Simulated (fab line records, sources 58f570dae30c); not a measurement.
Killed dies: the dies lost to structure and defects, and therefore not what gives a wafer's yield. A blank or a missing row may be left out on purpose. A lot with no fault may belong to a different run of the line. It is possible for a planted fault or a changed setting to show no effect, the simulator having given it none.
Comparing a struck lot with a sound one + flow berkeley_cmos170 + 14 out of 331 route steps
Sound: the wafers L423.1, L423.2, L423.5. Wafers struck: L420.3, L420.4, L420.5. The cause is named last.
At each step with rows: each side's tool, then ch and its chambers, then its first start. Under that, the readings that differ: sound wafers + struck wafers + difference of the means + sigmas: that difference in standard deviations of wafers without a fault.
alike: a reading whose means differ by less than 2 such deviations, as well as words and numbers matching on both sides. not compared: withheld readings; readings where some wafer has no value; bounds like >300 that might hide an equal value; numbers whose values overlap and for which the record gives no deviation.
The two part at a step that has a row with sigmas, a row that says differs or no value, or rows on one side only. When numbers do not overlap yet have no deviation, they are printed without sigmas and do not part them. Lack of a reading on every wafer of one side parts them only where that side has two or more wafers.

first, 5 steps without rows for these wafers: UCB170_NWELL_WET_ETCH_18 (etches Si3N4 in H3PO4, time 14400 s); UCB170_NWELL_WET_ETCH_19 (etches SiO2 in BOE, time 22 s); UCB170_PWELL_CLEAN_00 (cleans in SPM, time 600 s); UCB170_PWELL_CLEAN_01 (cleans in dHF, time 60 s); UCB170_PWELL_OXIDATION_02 (target thk 26.4 nm, ox time 1260 s).
UCB170_PWELL_THK_MEAS_03:
  sound: film_metro-03 at day 7 12:05; struck: film_metro-01 at day 6 22:03
| reading              | sound          | struck         | difference | sigmas |
|----------------------|----------------|----------------|------------|--------|
| PWELL_OXIDE_THK (nm) | 26.9 26.9 26.7 | 26.0 25.8 26.0 | -0.9       | -2     |
then, 2 steps without rows for these wafers: UCB170_PWELL_ANNEAL_04 (time 900 s); UCB170_PWELL_CVD_05 (deposits Si3N4 from SiH2Cl2/NH3, target thk 220 nm, time 3300 s).
UCB170_PWELL_THK_MEAS_06:
  sound: film_metro-04 at day 7 19:55; struck: film_metro-04 at day 7 08:08
  alike: PWELL_NITRIDE_THK
then, 3 steps without rows for these wafers: UCB170_PWELL_HMDS_07 (prime time 60 s); UCB170_PWELL_COAT_08 (resist thk 900 nm); UCB170_PWELL_SOFTBAKE_09 (time 60 s).
UCB170_PWELL_EXPOSE_10: exposes mask PWELL, target cd 3000 nm.
  sound on krf_scanner-02 ch 0, day 7 20:40; struck on krf_scanner-02, day 7 09:11
  no value came back on the struck wafers for exposure_dose_mJ_cm2, focus_offset_nm (nm), reticle_temp_C (C); on the sound wafers exposure_dose_mJ_cm2 reads 18.982 18.963 19.002
  alike: mask
then, 1 step without rows for these wafers: UCB170_PWELL_PEB_11.

## WHERE THEY PART
At UCB170_PWELL_THK_MEAS_03 first; at UCB170_PWELL_EXPOSE_10 last (within this record only).

WHY: what had been put in by the simulator
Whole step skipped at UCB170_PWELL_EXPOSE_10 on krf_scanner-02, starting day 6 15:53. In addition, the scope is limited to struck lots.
